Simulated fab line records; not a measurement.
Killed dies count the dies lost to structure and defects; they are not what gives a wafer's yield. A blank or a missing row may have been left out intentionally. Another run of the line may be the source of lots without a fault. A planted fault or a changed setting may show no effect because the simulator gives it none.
A lot that was struck, set against a sound lot :: flow berkeley_cmos170 :: 18 out of 331 route steps
Sound: wafers L364.1, L364.2, L364.6. Struck: wafer L378.6. (L378.2, L378.3 of the same lot were not struck and are left out.) The cause comes at the end.
Per side, at each step with rows, come the tool, then ch with its chambers, and then its first start. Under that, the readings that differ: sound wafers :: struck wafers :: difference of the means :: sigmas: that difference in standard deviations of wafers without a fault.
alike: readings whose means differ by less than 2 such deviations, and words and numbers that are the same on both sides. not compared: withheld readings, readings that some wafer has no value for, bounds like >300 that may hide the same value, and numbers for which the record gives no deviation and whose values overlap.
Wherever a step has rows on one side only, a row that says differs or no value, or a row with sigmas, the two part there. When numbers do not overlap yet have no deviation, they are printed without sigmas and do not part them. A reading missing from all wafers of one side parts the sides only when that side holds two or more wafers.

first, 5 steps without rows for these wafers: UCB170_NLDD_COAT_01 (resist thk 900 nm); UCB170_NLDD_SOFTBAKE_02 (time 60 s); UCB170_NLDD_EXPOSE_03 (exposes mask NSELECT, target cd 1200 nm); UCB170_NLDD_PEB_04; UCB170_NLDD_DEVELOP_05 (develop time 45 s).
UCB170_NLDD_CD_MEAS_06: the cd target is 1200 nm.
  sound on cd_sem-01, day 7 23:48; struck on cd_sem-01, day 10 13:42
  alike: cd_nm
UCB170_NLDD_OVL_MEAS_07:
  sound on overlay-02, day 7 23:55; struck on overlay-02, day 10 13:49
reading: NLDD_OVL (nm)
sound: 13 -1 8
struck: -9
difference: -16
sigmas: -3
then, 2 steps without rows for these wafers: UCB170_NLDD_IMPLANT_08; UCB170_NLDD_IMPLANT_09.
UCB170_NLDD_STRIP_10: strips in O2.
  sound on plasma_asher-02 ch 0,1, day 8 00:16; struck on plasma_asher-03 ch 1, day 10 14:08
  alike: drypump_motor_current_A, o2_flow_sccm, oes_product_au, strip_time_to_endpoint_s
  not compared: rf_hours_counter_h
UCB170_NLDD_TW_MEAS_11:
  sound on film_metro-04, day 8 00:22; struck on film_metro-03, day 10 14:15
reading: NLDD_TW
sound: 2239 2237 2236
struck: 2187
difference: -50
sigmas: -2
then, 1 step without rows for these wafers: UCB170_NLDD_CLEAN_12 (cleans in SPM, time 600 s).
UCB170_SPACER_CVD_00: deposits SiO2 from TEOS/O2, target thk 376 nm, time 47 s.
  sound on pecvd-02 ch 0,2, day 8 00:35; struck on pecvd-02 ch 1, day 10 14:29
reading: rf_fwd_power_W (W)
sound: 545.9 544.9 547.4
struck: 479.3
difference: -66.8
sigmas: -27

reading: model.SiO2_of_SPACER_CVD_00.thk_nm (nm)
sound: 376.4 372.7 384.4
struck: 366.8
difference: -11.0
sigmas: 
  alike: heater_power_w
UCB170_SPACER_THK_MEAS_01:
  sound on film_metro-04, day 8 00:38; struck on film_metro-04, day 10 14:37
reading: SPACER_TEOS_THK (nm)
sound: 376 373 384
struck: 367
difference: -11
sigmas: -2
then, 1 step without rows for these wafers: UCB170_SPACER_ANNEAL_02 (time 1800 s).
UCB170_SPACER_ETCHBACK_03: etches SiO2 in CHF3/CF4/Ar, stops on Si, target depth 376 nm, time 100 s.
  sound on rie_diel-03 ch 0,1,2, day 8 07:16; struck on rie_diel-02 ch 3, day 10 17:58
reading: model.etch.depth_nm (nm)
sound: 376.4 372.7 384.4
struck: 366.8
difference: -11.0
sigmas: 
  alike: CHF3_flow_sccm, drypump_motor_current_A, oes_product_au, rf_fwd_power_W, throttle_valve_pct
  not compared: rf_hours_counter_h
then, 1 step without rows for these wafers: UCB170_PSD_HMDS_00 (prime time 60 s).
UCB170_M3_PROBE_99:
  the record holds rows for the sound wafers here (prober-01, day 9 11:20) but none for the struck ones

== WHERE THEY PART ==
Earliest at UCB170_NLDD_OVL_MEAS_07; latest, in this record, at UCB170_M3_PROBE_99.

WHY: whatever the simulator had introduced
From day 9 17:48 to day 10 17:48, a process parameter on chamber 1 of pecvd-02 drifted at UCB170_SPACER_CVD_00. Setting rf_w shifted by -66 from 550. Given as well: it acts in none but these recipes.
